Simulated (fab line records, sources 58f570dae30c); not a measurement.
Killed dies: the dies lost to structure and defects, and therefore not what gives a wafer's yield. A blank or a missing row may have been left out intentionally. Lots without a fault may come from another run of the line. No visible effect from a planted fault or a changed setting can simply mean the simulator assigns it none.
fab line records -- flow berkeley_cmos170 -- part 1 of 2: steps 1 to 24 of 33
[record] lots = 5, wafers = 15, last_day = 12
route steps=331 shown SPACER@171 PSD@175 NSD@187 BACKSIDE@199
lots that met no fault: taken from a fault-free run of the same line
start_h: start of the lot's first displayed wafer, in hours after the record's first day -- wait_h: hours elapsed since this lot's preceding step -- " same as the row above -- L1.1+2: one row covering several wafers at once -- - value missing, or start not given -- * or withheld: withheld -- < > ~ a bound
route shown NAME@n: NAME is a module with steps in the file, n the number in the route of the first one -- usual: mean/standard deviation taken from wafers without a fault -- same: alike in all rows -- chamber/n: place in a boat -- sites: readings site by site -- _std_site: how widely they spread, as a standard deviation -- _edge_site: the outer-site mean with the inner-site mean subtracted -- radius_mm: how far each site lies from the wafer's centre -- mask NAME#n: copy n -- behind: the tool/chamber that last shaped the wafer -- hold: cause of the lot's hold/its duration in hours/its outcome -- device: whichever transistor did not switch (one of n, p or np) -- end of line: the tests these same wafers got at the end of their route -- where a step has no rows: the recipe by itself -- killed: at the first sort, the dies lost to defects and structure; wafer yield is something else -- map: dies across one wafer; x = killed, . = not, _ = none there
set.NAME: the setting that was run; set.NAME@STEP: the one run at that earlier step -- model.NAME: the simulator's own value behind a step, which no gauge read
certain route steps with their lots: each step a table, each wafer a row
services: a tool's chamber out of use, with start hour (start_h, from the record's first day; less than 0 if before it), hours out, and reason
[[steps]]
[step UCB170_SPACER_CVD_00]
[recipe] material = SiO2, target_thk_nm = 376, temp_c = 390, precursor = TEOS/O2, time_s = 47, rf_w = 550, pressure_mtorr = 9000
[usual] heater_power_w = 252/46
lot.wafer,tool,chamber,start_h,wait_h,heater_power_w
L080.1,pecvd-02,2,200.62,0.0,243
L080.2,pecvd-02,0,200.62,0.0,227
L080.6,pecvd-02,0,200.62,0.0,237
L088.2,pecvd-01,0,219.83,0.0,331
L088.5,pecvd-01,2,219.83,0.0,237
L088.6,pecvd-01,1,219.83,0.0,273
L087.2,pecvd-03,2,226.81,0.0,198
L087.5,pecvd-03,2,226.81,0.0,218
L087.6,pecvd-03,1,226.81,0.0,261
L092.2,pecvd-03,0,252.44,0.0,284
L092.3,pecvd-03,2,252.44,0.0,247
L092.6,pecvd-03,2,252.44,0.0,254
L094.3,pecvd-02,2,253.43,0.0,223
L094.4,pecvd-02,2,253.43,0.0,229
L094.6,pecvd-02,0,253.43,0.0,234
[step UCB170_SPACER_THK_MEAS_01]
[recipe] reads = SiO2_of_SPACER_CVD_00
[usual] SPACER_TEOS_THK = 375/5.2
lot.wafer,tool,chamber,start_h,wait_h,SPACER_TEOS_THK[nm]
L080.1,film_metro-04,-,200.66,0.0,370
L080.2,film_metro-04,-,200.66,0.0,373
L080.6,film_metro-04,-,200.66,0.0,380
L088.2,film_metro-04,-,219.89,0.0,381
L088.5,film_metro-04,-,219.89,0.0,383
L088.6,film_metro-04,-,219.89,0.0,390
L087.2,film_metro-02,-,226.87,0.0,369
L087.5,film_metro-02,-,226.87,0.0,377
L087.6,film_metro-02,-,226.87,0.0,382
L092.2,film_metro-03,-,252.49,0.0,374
L092.3,film_metro-03,-,252.49,0.0,371
L092.6,film_metro-03,-,252.49,0.0,378
L094.3,film_metro-03,-,253.49,0.0,364
L094.4,film_metro-03,-,253.49,0.0,372
L094.6,film_metro-03,-,253.49,0.0,375
[step UCB170_SPACER_ANNEAL_02]
[recipe] temp_c = 900, time_s = 1800, ambient = N2
[usual] spike_tc_load_C = 921/4.5
lot.wafer,tool,chamber,start_h,wait_h,spike_tc_load_C
L080.1,furnace-04,0,200.84,0.2,926
L080.2,furnace-04,0,200.84,0.2,927
L080.6,furnace-04,0,200.84,0.2,927
L088.2,furnace-02,0,222.88,3.0,915
L088.5,furnace-02,0,222.88,3.0,916
L088.6,furnace-02,0,222.88,3.0,916
L087.2,furnace-02,0,231.31,4.4,917
L087.5,furnace-02,0,231.31,4.4,916
L087.6,furnace-02,0,231.31,4.4,917
L092.2,furnace-02,0,260.01,7.5,915
L092.3,furnace-02,0,260.01,7.5,916
L092.6,furnace-02,0,260.01,7.5,914
L094.3,furnace-02,0,260.01,6.5,915
L094.4,furnace-02,0,260.01,6.5,918
L094.6,furnace-02,0,260.01,6.5,916
[step UCB170_SPACER_ETCHBACK_03]
[recipe] stop_on = Si, target = SiO2, chemistry = CHF3/CF4/Ar, CHF3_flow_sccm = 50, cf4_flow_sccm = 10, Ar_flow_sccm = 120, pressure_mtorr = 200, rf_w = 500, target_depth_a = 3760, time_s = 100
[usual] drypump_motor_current_A = 5.7/0.51, oes_product_au = 0.907/0.015, throttle_valve_pct = 6.50/0.14
lot.wafer,tool,chamber,start_h,wait_h,drypump_motor_current_A,oes_product_au,rf_hours_counter_h,throttle_valve_pct
L080.1,rie_diel-03,3,202.42,0.1,5.7,0.882,5,6.23
L080.2,rie_diel-03,0,202.42,0.1,6.6,0.908,37,6.35
L080.6,rie_diel-03,2,202.42,0.1,6.2,0.923,-,6.60
L088.2,rie_diel-02,0,224.38,0.0,5.3,0.920,11,6.41
L088.5,rie_diel-02,1,224.38,0.0,5.8,0.910,-,6.60
L088.6,rie_diel-02,0,224.38,0.0,5.3,0.941,-,6.41
L087.2,rie_diel-04,2,232.81,0.0,5.3,0.872,123,6.62
L087.5,rie_diel-04,1,232.81,0.0,6.6,0.899,-,6.43
L087.6,rie_diel-04,2,232.81,0.0,5.3,0.902,-,6.66
L092.2,rie_diel-04,1,261.51,0.0,6.6,0.891,63,6.42
L092.3,rie_diel-04,2,261.51,0.0,5.3,0.886,124,6.64
L092.6,rie_diel-04,0,261.51,0.0,5.1,0.914,-,6.52
L094.3,rie_diel-03,3,261.58,0.1,5.7,0.870,8,6.25
L094.4,rie_diel-03,2,261.58,0.1,6.2,0.904,15,6.60
L094.6,rie_diel-03,1,261.58,0.1,5.2,0.921,-,6.71
[step UCB170_PSD_HMDS_00]
[recipe] prime_time_s = 60, prime_temp_c = 100
[usual] exhaust_pa = 45.0/0.97
lot.wafer,tool,chamber,start_h,wait_h,exhaust_pa
L080.1,litho_track-03,0,203.32,0.9,45.2
L080.2,litho_track-03,0,203.32,0.9,46.2
L080.6,litho_track-03,0,203.32,0.9,44.5
L088.2,litho_track-02,0,224.47,0.1,44.3
L088.5,litho_track-02,0,224.47,0.1,45.5
L088.6,litho_track-02,0,224.47,0.1,43.5
L087.2,litho_track-02,0,233.09,0.2,45.7
L087.5,litho_track-02,0,233.09,0.2,44.7
L087.6,litho_track-02,0,233.09,0.2,44.9
L092.2,litho_track-04,0,261.61,0.1,44.9
L092.3,litho_track-04,0,261.61,0.1,45.9
L092.6,litho_track-04,0,261.61,0.1,47.2
L094.3,litho_track-04,0,262.08,0.5,44.8
L094.4,litho_track-04,0,262.08,0.5,43.2
L094.6,litho_track-04,0,262.08,0.5,44.3
[step UCB170_PSD_COAT_01]
[recipe] resist = KrF, spin_rpm = 1500, resist_thk_nm = 900
[usual] exhaust_pa = 45.0/0.92
lot.wafer,tool,chamber,start_h,wait_h,exhaust_pa
L080.1,litho_track-03,0,203.47,0.1,45.4
L080.2,litho_track-03,0,203.47,0.1,44.9
L080.6,litho_track-03,0,203.47,0.1,45.9
L088.2,litho_track-02,0,224.62,0.1,44.6
L088.5,litho_track-02,0,224.62,0.1,45.4
L088.6,litho_track-02,0,224.62,0.1,45.1
L087.2,litho_track-02,0,233.24,0.1,46.4
L087.5,litho_track-02,0,233.24,0.1,45.5
L087.6,litho_track-02,0,233.24,0.1,46.8
L092.2,litho_track-04,0,261.76,0.1,45.0
L092.3,litho_track-04,0,261.76,0.1,44.5
L092.6,litho_track-04,0,261.76,0.1,44.9
L094.3,litho_track-04,0,262.23,0.1,45.6
L094.4,litho_track-04,0,262.23,0.1,44.8
L094.6,litho_track-04,0,262.23,0.1,44.9
[step UCB170_PSD_SOFTBAKE_02]
[recipe] resist = KrF, temp_c = 130, time_s = 60
[usual] exhaust_pa = 44.9/0.76, plate_temp_C = 130.00/0.12
lot.wafer,tool,chamber,start_h,wait_h,exhaust_pa,plate_temp_C
L080.1,litho_track-03,0,203.62,0.1,46.8,130.26
L080.2,litho_track-03,0,203.62,0.1,45.9,130.31
L080.6,litho_track-03,0,203.62,0.1,45.2,129.97
L088.2,litho_track-02,0,224.77,0.1,45.8,129.87
L088.5,litho_track-02,0,224.77,0.1,45.1,130.10
L088.6,litho_track-02,0,224.77,0.1,45.2,129.97
L087.2,litho_track-02,0,233.39,0.1,45.2,129.83
L087.5,litho_track-02,0,233.39,0.1,45.6,129.95
L087.6,litho_track-02,0,233.39,0.1,45.0,129.96
L092.2,litho_track-04,0,261.91,0.1,45.2,129.98
L092.3,litho_track-04,0,261.91,0.1,45.3,129.86
L092.6,litho_track-04,0,261.91,0.1,44.3,130.02
L094.3,litho_track-04,0,262.38,0.1,45.2,129.98
L094.4,litho_track-04,0,262.38,0.1,44.5,129.85
L094.6,litho_track-04,0,262.38,0.1,44.9,130.11
[step UCB170_PSD_EXPOSE_03]
[recipe] mask_id = PSELECT_MOD, na = 0.5, sigma_outer = 0.6, source_shape = conventional, target_cd_nm = 1200, dose_mj = 30
[usual] stage_vel_mm_s = 499.95/0.24
lot.wafer,tool,chamber,start_h,wait_h,mask,stage_vel_mm_s
L080.1,krf_scanner-01,0,203.89,0.2,PSELECT_MOD#0,500.13
L080.2,krf_scanner-01,0,203.89,0.2,PSELECT_MOD#0,499.79
L080.6,krf_scanner-01,0,203.89,0.2,PSELECT_MOD#0,500.22
L088.2,krf_scanner-01,0,225.04,0.2,PSELECT_MOD#0,500.07
L088.5,krf_scanner-01,0,225.04,0.2,PSELECT_MOD#0,500.02
L088.6,krf_scanner-01,0,225.04,0.2,PSELECT_MOD#0,499.87
L087.2,krf_scanner-01,0,233.54,0.1,PSELECT_MOD#0,500.11
L087.5,krf_scanner-01,0,233.54,0.1,PSELECT_MOD#0,500.38
L087.6,krf_scanner-01,0,233.54,0.1,PSELECT_MOD#0,500.13
L092.2,krf_scanner-01,0,262.05,0.1,PSELECT_MOD#0,499.59
L092.3,krf_scanner-01,0,262.05,0.1,PSELECT_MOD#0,499.81
L092.6,krf_scanner-01,0,262.05,0.1,PSELECT_MOD#0,500.31
L094.3,krf_scanner-01,0,262.52,0.1,PSELECT_MOD#0,499.92
L094.4,krf_scanner-01,0,262.52,0.1,PSELECT_MOD#0,499.84
L094.6,krf_scanner-01,0,262.52,0.1,PSELECT_MOD#0,499.76
[step UCB170_PSD_PEB_04]
[recipe] peb_temp_c = 130, peb_time_s = withheld, resist = KrF
[usual] exhaust_pa = 45.1/0.87, plate_temp_C = 130.00/0.14
lot.wafer,tool,chamber,start_h,wait_h,exhaust_pa,plate_temp_C
L080.1,litho_track-02,0,204.01,0.1,43.9,130.33
L080.2,litho_track-02,0,204.01,0.1,44.8,130.01
L080.6,litho_track-02,0,204.01,0.1,42.3,130.14
L088.2,litho_track-02,0,225.37,0.3,45.9,129.83
L088.5,litho_track-02,0,225.37,0.3,46.4,129.98
L088.6,litho_track-02,0,225.37,0.3,43.5,130.04
L087.2,litho_track-03,0,233.72,0.2,45.2,129.87
L087.5,litho_track-03,0,233.72,0.2,46.0,129.95
L087.6,litho_track-03,0,233.72,0.2,44.7,129.85
L092.2,litho_track-03,0,262.17,0.1,46.4,130.06
L092.3,litho_track-03,0,262.17,0.1,46.7,129.94
L092.6,litho_track-03,0,262.17,0.1,44.1,130.00
L094.3,litho_track-04,0,262.65,0.1,46.4,129.88
L094.4,litho_track-04,0,262.65,0.1,45.7,130.11
L094.6,litho_track-04,0,262.65,0.1,44.3,130.08
[step UCB170_PSD_DEVELOP_05]
[recipe] developer = TMAH, develop_time_s = 45, resist = KrF, dev_temp_c = 21
[usual] exhaust_pa = 45.0/0.89
lot.wafer,tool,chamber,start_h,wait_h,exhaust_pa
L080.1,litho_track-02,0,-,-,45.0
L080.2,litho_track-02,0,-,-,45.0
L080.6,litho_track-02,0,-,-,43.9
L088.2,litho_track-02,0,-,-,44.1
L088.5,litho_track-02,0,-,-,45.1
L088.6,litho_track-02,0,-,-,44.8
L087.2,litho_track-03,0,-,-,44.1
L087.5,litho_track-03,0,-,-,45.0
L087.6,litho_track-03,0,-,-,44.7
L092.2,litho_track-03,0,-,-,44.3
L092.3,litho_track-03,0,-,-,45.2
L092.6,litho_track-03,0,-,-,45.8
L094.3,litho_track-04,0,-,-,44.4
L094.4,litho_track-04,0,-,-,45.5
L094.6,litho_track-04,0,-,-,45.5
[step UCB170_PSD_CD_MEAS_06]
[recipe] target_cd_nm = 1200
[usual] cd_nm = 1200.3/1.6
lot.wafer,tool,chamber,start_h,wait_h,cd_nm
L080.1,cd_sem-02,-,204.28,-,1198.1
L080.2,cd_sem-02,-,204.28,-,1198.2
L080.6,cd_sem-02,-,204.28,-,1199.3
L088.2,cd_sem-02,-,225.64,-,1202.6
L088.5,cd_sem-02,-,225.64,-,1201.9
L088.6,cd_sem-02,-,225.64,-,1202.3
L087.2,cd_sem-02,-,233.99,-,1199.7
L087.5,cd_sem-02,-,233.99,-,1201.1
L087.6,cd_sem-02,-,233.99,-,1201.5
L092.2,cd_sem-01,-,262.44,-,1200.4
L092.3,cd_sem-01,-,262.44,-,1200.1
L092.6,cd_sem-01,-,262.44,-,1202.1
L094.3,cd_sem-02,-,262.91,-,1201.6
L094.4,cd_sem-02,-,262.91,-,1200.5
L094.6,cd_sem-02,-,262.91,-,1201.1
[step UCB170_PSD_OVL_MEAS_07]
[usual] PSD_OVL = -5/5
lot.wafer,tool,chamber,start_h,wait_h,PSD_OVL[nm]
L080.1,overlay-02,-,204.40,0.1,-9
L080.2,overlay-02,-,204.40,0.1,0
L080.6,overlay-02,-,204.40,0.1,-4
L088.2,overlay-01,-,225.75,0.1,-12
L088.5,overlay-01,-,225.75,0.1,-4
L088.6,overlay-01,-,225.75,0.1,-10
L087.2,overlay-02,-,234.09,0.1,-5
L087.5,overlay-02,-,234.09,0.1,-10
L087.6,overlay-02,-,234.09,0.1,-2
L092.2,overlay-01,-,262.55,0.1,1
L092.3,overlay-01,-,262.55,0.1,0
L092.6,overlay-01,-,262.55,0.1,6
L094.3,overlay-02,-,263.01,0.1,9
L094.4,overlay-02,-,263.01,0.1,-3
L094.6,overlay-02,-,263.01,0.1,-6
[step UCB170_PSD_IMPLANT_08]
[recipe] species = B, dose_cm2 = 3e+15, energy_kev = 20, tilt_deg = 7
[usual] tilt_deg = 7.000/0.021
lot.wafer,tool,chamber,start_h,wait_h,tilt_deg
L080.1,implanter-01,0,204.44,0.0,7.008
L080.2,implanter-01,0,204.44,0.0,6.977
L080.6,implanter-01,0,204.44,0.0,6.998
L088.2,implanter-04,0,225.81,0.0,7.003
L088.5,implanter-04,0,225.81,0.0,7.004
L088.6,implanter-04,0,225.81,0.0,6.982
L087.2,implanter-01,0,234.15,0.0,7.060
L087.5,implanter-01,0,234.15,0.0,7.033
L087.6,implanter-01,0,234.15,0.0,7.040
L092.2,implanter-03,0,262.61,0.0,7.005
L092.3,implanter-03,0,262.61,0.0,7.013
L092.6,implanter-03,0,262.61,0.0,7.028
L094.3,implanter-03,0,263.08,0.1,6.964
L094.4,implanter-03,0,263.08,0.1,6.959
L094.6,implanter-03,0,263.08,0.1,6.966
[step UCB170_PSD_STRIP_09]
[recipe] chemistry = O2, power_w = 400, pressure_mtorr = 3500, platen_temp_c = withheld, o2_flow_sccm = 400, overash_fraction = 0.5
[usual] drypump_motor_current_A = 5.5/0.46, oes_product_au = 0.600/0.0045, strip_time_to_endpoint_s = 29.37/0.086
lot.wafer,tool,chamber,start_h,wait_h,drypump_motor_current_A,oes_product_au,rf_hours_counter_h,strip_time_to_endpoint_s
L080.1,plasma_asher-03,1,204.59,0.1,5.7,0.598,43,29.46
L080.2,plasma_asher-03,0,204.59,0.1,4.9,0.602,43,29.54
L080.6,plasma_asher-03,0,204.59,0.1,4.9,0.602,-,29.49
L088.2,plasma_asher-03,1,225.93,0.1,5.7,0.598,45,29.27
L088.5,plasma_asher-03,0,225.93,0.1,4.9,0.599,-,29.22
L088.6,plasma_asher-03,1,225.93,0.1,5.7,0.595,-,29.27
L087.2,plasma_asher-02,1,234.27,0.1,5.0,0.601,51,29.51
L087.5,plasma_asher-02,1,234.27,0.1,5.0,0.599,-,29.41
L087.6,plasma_asher-02,0,234.27,0.1,5.5,0.591,-,29.49
L092.2,plasma_asher-01,0,262.73,0.1,6.2,0.604,17,29.32
L092.3,plasma_asher-01,0,262.73,0.1,6.3,0.604,-,29.29
L092.6,plasma_asher-01,0,262.73,0.1,6.2,0.596,-,29.22
L094.3,plasma_asher-01,1,263.21,0.1,5.6,0.592,-,29.26
L094.4,plasma_asher-01,0,263.21,0.1,6.2,0.608,-,29.27
L094.6,plasma_asher-01,0,263.21,0.1,6.2,0.606,-,29.37
[step UCB170_PSD_TW_MEAS_10]
[usual] PSD_TW = 2345/19
lot.wafer,tool,chamber,start_h,wait_h,PSD_TW
L080.1,film_metro-03,-,204.69,0.1,2333
L080.2,film_metro-03,-,204.69,0.1,2339
L080.6,film_metro-03,-,204.69,0.1,2335
L088.2,film_metro-01,-,226.04,0.1,2354
L088.5,film_metro-01,-,226.04,0.1,2372
L088.6,film_metro-01,-,226.04,0.1,2368
L087.2,film_metro-01,-,234.38,0.1,2366
L087.5,film_metro-01,-,234.38,0.1,2373
L087.6,film_metro-01,-,234.38,0.1,2373
L092.2,film_metro-03,-,262.84,0.1,2350
L092.3,film_metro-03,-,262.84,0.1,2327
L092.6,film_metro-03,-,262.84,0.1,2336
L094.3,film_metro-03,-,263.30,0.1,2350
L094.4,film_metro-03,-,263.30,0.1,2346
L094.6,film_metro-03,-,263.30,0.1,2357
[step UCB170_PSD_CLEAN_11]
[recipe] chemistry = SPM, temp_c = 120, time_s = 600
[usual] temp_c = 120.03/0.15
lot.wafer,tool,chamber,start_h,wait_h,temp_c
L080.1,wet_bench-04,3,204.75,0.1,120.16
L080.2,wet_bench-04,3,204.75,0.1,120.06
L080.6,wet_bench-04,3,204.75,0.1,119.96
L088.2,wet_bench-04,1,227.46,1.4,120.22
L088.5,wet_bench-04,1,227.46,1.4,120.08
L088.6,wet_bench-04,1,227.46,1.4,120.09
L087.2,wet_bench-01,0,234.43,0.0,120.20
L087.5,wet_bench-01,0,234.43,0.0,120.14
L087.6,wet_bench-01,0,234.43,0.0,120.21
L092.2,wet_bench-01,2,263.05,0.2,119.83
L092.3,wet_bench-01,2,263.05,0.2,119.99
L092.6,wet_bench-01,2,263.05,0.2,119.96
L094.3,wet_bench-04,0,263.44,0.1,120.22
L094.4,wet_bench-04,0,263.44,0.1,120.17
L094.6,wet_bench-04,0,263.44,0.1,120.18
[step UCB170_NSD_HMDS_00]
[recipe] prime_time_s = 60, prime_temp_c = 100
[usual] exhaust_pa = 44.8/0.89
lot.wafer,tool,chamber,start_h,wait_h,exhaust_pa
L080.1,litho_track-03,0,204.92,0.0,43.1
L080.2,litho_track-03,0,204.92,0.0,43.7
L080.6,litho_track-03,0,204.92,0.0,45.2
L088.2,litho_track-03,0,227.66,0.0,44.4
L088.5,litho_track-03,0,227.66,0.0,45.3
L088.6,litho_track-03,0,227.66,0.0,43.6
L087.2,litho_track-02,0,234.63,0.0,44.9
L087.5,litho_track-02,0,234.63,0.0,45.4
L087.6,litho_track-02,0,234.63,0.0,44.2
L092.2,litho_track-01,0,263.65,0.4,43.7
L092.3,litho_track-01,0,263.65,0.4,45.0
L092.6,litho_track-01,0,263.65,0.4,43.8
L094.3,litho_track-02,0,264.05,0.4,45.6
L094.4,litho_track-02,0,264.05,0.4,44.0
L094.6,litho_track-02,0,264.05,0.4,44.2
[step UCB170_NSD_COAT_01]
[recipe] resist = KrF, spin_rpm = 1500, resist_thk_nm = 900
[usual] exhaust_pa = 44.9/0.87
lot.wafer,tool,chamber,start_h,wait_h,exhaust_pa
L080.1,litho_track-03,0,205.07,0.1,43.8
L080.2,litho_track-03,0,205.07,0.1,44.3
L080.6,litho_track-03,0,205.07,0.1,44.1
L088.2,litho_track-03,0,227.81,0.1,42.7
L088.5,litho_track-03,0,227.81,0.1,44.8
L088.6,litho_track-03,0,227.81,0.1,44.6
L087.2,litho_track-02,0,234.78,0.1,45.4
L087.5,litho_track-02,0,234.78,0.1,46.3
L087.6,litho_track-02,0,234.78,0.1,47.3
L092.2,litho_track-01,0,263.80,0.1,45.0
L092.3,litho_track-01,0,263.80,0.1,44.6
L092.6,litho_track-01,0,263.80,0.1,45.7
L094.3,litho_track-02,0,264.20,0.1,44.0
L094.4,litho_track-02,0,264.20,0.1,43.8
L094.6,litho_track-02,0,264.20,0.1,45.9
[step UCB170_NSD_SOFTBAKE_02]
[recipe] resist = KrF, temp_c = 130, time_s = 60
[usual] exhaust_pa = 45.2/0.92, plate_temp_C = 130.03/0.14
lot.wafer,tool,chamber,start_h,wait_h,exhaust_pa,plate_temp_C
L080.1,litho_track-03,0,205.22,0.1,45.4,129.80
L080.2,litho_track-03,0,205.22,0.1,45.7,129.89
L080.6,litho_track-03,0,205.22,0.1,44.9,129.80
L088.2,litho_track-03,0,227.96,0.1,45.4,130.07
L088.5,litho_track-03,0,227.96,0.1,44.7,130.10
L088.6,litho_track-03,0,227.96,0.1,45.8,130.02
L087.2,litho_track-02,0,234.93,0.1,44.7,129.84
L087.5,litho_track-02,0,234.93,0.1,44.3,129.79
L087.6,litho_track-02,0,234.93,0.1,44.6,130.00
L092.2,litho_track-01,0,263.95,0.1,45.2,130.01
L092.3,litho_track-01,0,263.95,0.1,45.9,130.03
L092.6,litho_track-01,0,263.95,0.1,46.4,130.12
L094.3,litho_track-02,0,264.35,0.1,45.4,130.07
L094.4,litho_track-02,0,264.35,0.1,45.0,130.06
L094.6,litho_track-02,0,264.35,0.1,46.9,129.98
[step UCB170_NSD_EXPOSE_03]
[recipe] mask_id = NSELECT_MOD, na = 0.5, sigma_outer = 0.6, source_shape = conventional, target_cd_nm = 1200, dose_mj = 30
[usual] stage_vel_mm_s = 499.96/0.22
lot.wafer,tool,chamber,start_h,wait_h,mask,stage_vel_mm_s
L080.1,krf_scanner-01,0,205.53,0.3,NSELECT_MOD#0,499.61
L080.2,krf_scanner-01,0,205.53,0.3,NSELECT_MOD#0,499.95
L080.6,krf_scanner-01,0,205.53,0.3,NSELECT_MOD#0,499.75
L088.2,krf_scanner-01,0,228.23,0.2,NSELECT_MOD#0,499.83
L088.5,krf_scanner-01,0,228.23,0.2,NSELECT_MOD#0,499.77
L088.6,krf_scanner-01,0,228.23,0.2,NSELECT_MOD#0,500.01
L087.2,krf_scanner-01,0,235.11,0.1,NSELECT_MOD#0,499.93
L087.5,krf_scanner-01,0,235.11,0.1,NSELECT_MOD#0,500.23
L087.6,krf_scanner-01,0,235.11,0.1,NSELECT_MOD#0,499.93
L092.2,krf_scanner-01,0,264.09,0.1,NSELECT_MOD#0,499.72
L092.3,krf_scanner-01,0,264.09,0.1,NSELECT_MOD#0,499.94
L092.6,krf_scanner-01,0,264.09,0.1,NSELECT_MOD#0,500.00
L094.3,krf_scanner-01,0,264.49,0.1,NSELECT_MOD#0,499.92
L094.4,krf_scanner-01,0,264.49,0.1,NSELECT_MOD#0,500.47
L094.6,krf_scanner-01,0,264.49,0.1,NSELECT_MOD#0,500.13
[step UCB170_NSD_PEB_04]
[recipe] peb_temp_c = 130, peb_time_s = withheld, resist = KrF
[usual] exhaust_pa = 44.9/0.98, plate_temp_C = 129.99/0.14
lot.wafer,tool,chamber,start_h,wait_h,exhaust_pa,plate_temp_C
L080.1,litho_track-03,0,205.65,0.1,45.4,130.15
L080.2,litho_track-03,0,205.65,0.1,45.2,129.92
L080.6,litho_track-03,0,205.65,0.1,46.2,130.11
L088.2,litho_track-01,0,228.36,0.1,43.4,129.99
L088.5,litho_track-01,0,228.36,0.1,43.1,129.95
L088.6,litho_track-01,0,228.36,0.1,44.6,129.94
L087.2,litho_track-01,0,235.45,0.3,45.3,129.71
L087.5,litho_track-01,0,235.45,0.3,46.2,130.19
L087.6,litho_track-01,0,235.45,0.3,46.0,129.79
L092.2,litho_track-03,0,264.37,0.3,43.9,130.20
L092.3,litho_track-03,0,264.37,0.3,44.5,130.30
L092.6,litho_track-03,0,264.37,0.3,45.8,130.11
L094.3,litho_track-01,0,264.67,0.2,44.3,129.91
L094.4,litho_track-01,0,264.67,0.2,45.3,130.10
L094.6,litho_track-01,0,264.67,0.2,43.6,130.05
[step UCB170_NSD_DEVELOP_05]
[recipe] developer = TMAH, develop_time_s = 45, resist = KrF, dev_temp_c = 21
[usual] exhaust_pa = 45.0/0.89
lot.wafer,tool,chamber,start_h,wait_h,exhaust_pa
L080.1,litho_track-03,0,-,-,44.8
L080.2,litho_track-03,0,-,-,44.7
L080.6,litho_track-03,0,-,-,42.9
L088.2,litho_track-01,0,-,-,45.0
L088.5,litho_track-01,0,-,-,45.5
L088.6,litho_track-01,0,-,-,46.2
L087.2,litho_track-01,0,-,-,44.9
L087.5,litho_track-01,0,-,-,44.0
L087.6,litho_track-01,0,-,-,46.0
L092.2,litho_track-03,0,-,-,43.3
L092.3,litho_track-03,0,-,-,43.2
L092.6,litho_track-03,0,-,-,44.4
L094.3,litho_track-01,0,-,-,43.5
L094.4,litho_track-01,0,-,-,42.7
L094.6,litho_track-01,0,-,-,44.4
[step UCB170_NSD_CD_MEAS_06]
[recipe] target_cd_nm = 1200
[usual] cd_nm = 1199.6/1.5
lot.wafer,tool,chamber,start_h,wait_h,cd_nm
L080.1,cd_sem-02,-,205.92,-,1201.0
L080.2,cd_sem-02,-,205.92,-,1199.7
L080.6,cd_sem-02,-,205.92,-,1199.9
L088.2,cd_sem-02,-,228.67,-,1198.4
L088.5,cd_sem-02,-,228.67,-,1198.4
L088.6,cd_sem-02,-,228.67,-,1198.5
L087.2,cd_sem-02,-,235.72,-,1198.9
L087.5,cd_sem-02,-,235.72,-,1199.5
L087.6,cd_sem-02,-,235.72,-,1197.5
L092.2,cd_sem-01,-,264.64,-,1198.4
L092.3,cd_sem-01,-,264.64,-,1198.2
L092.6,cd_sem-01,-,264.64,-,1197.9
L094.3,cd_sem-02,-,264.94,-,1197.0
L094.4,cd_sem-02,-,264.94,-,1197.7
L094.6,cd_sem-02,-,264.94,-,1197.2
[step UCB170_NSD_OVL_MEAS_07]
[usual] NSD_OVL = 0/5.4
lot.wafer,tool,chamber,start_h,wait_h,NSD_OVL[nm]
L080.1,overlay-02,-,206.04,0.1,-6
L080.2,overlay-02,-,206.04,0.1,-2
L080.6,overlay-02,-,206.04,0.1,-1
L088.2,overlay-01,-,228.77,0.1,-6
L088.5,overlay-01,-,228.77,0.1,-7
L088.6,overlay-01,-,228.77,0.1,-8
L087.2,overlay-02,-,235.82,0.1,0
L087.5,overlay-02,-,235.82,0.1,-7
L087.6,overlay-02,-,235.82,0.1,-1
L092.2,overlay-02,-,264.75,0.1,0
L092.3,overlay-02,-,264.75,0.1,2
L092.6,overlay-02,-,264.75,0.1,-6
L094.3,overlay-02,-,265.03,0.1,2
L094.4,overlay-02,-,265.03,0.1,-4
L094.6,overlay-02,-,265.03,0.1,2
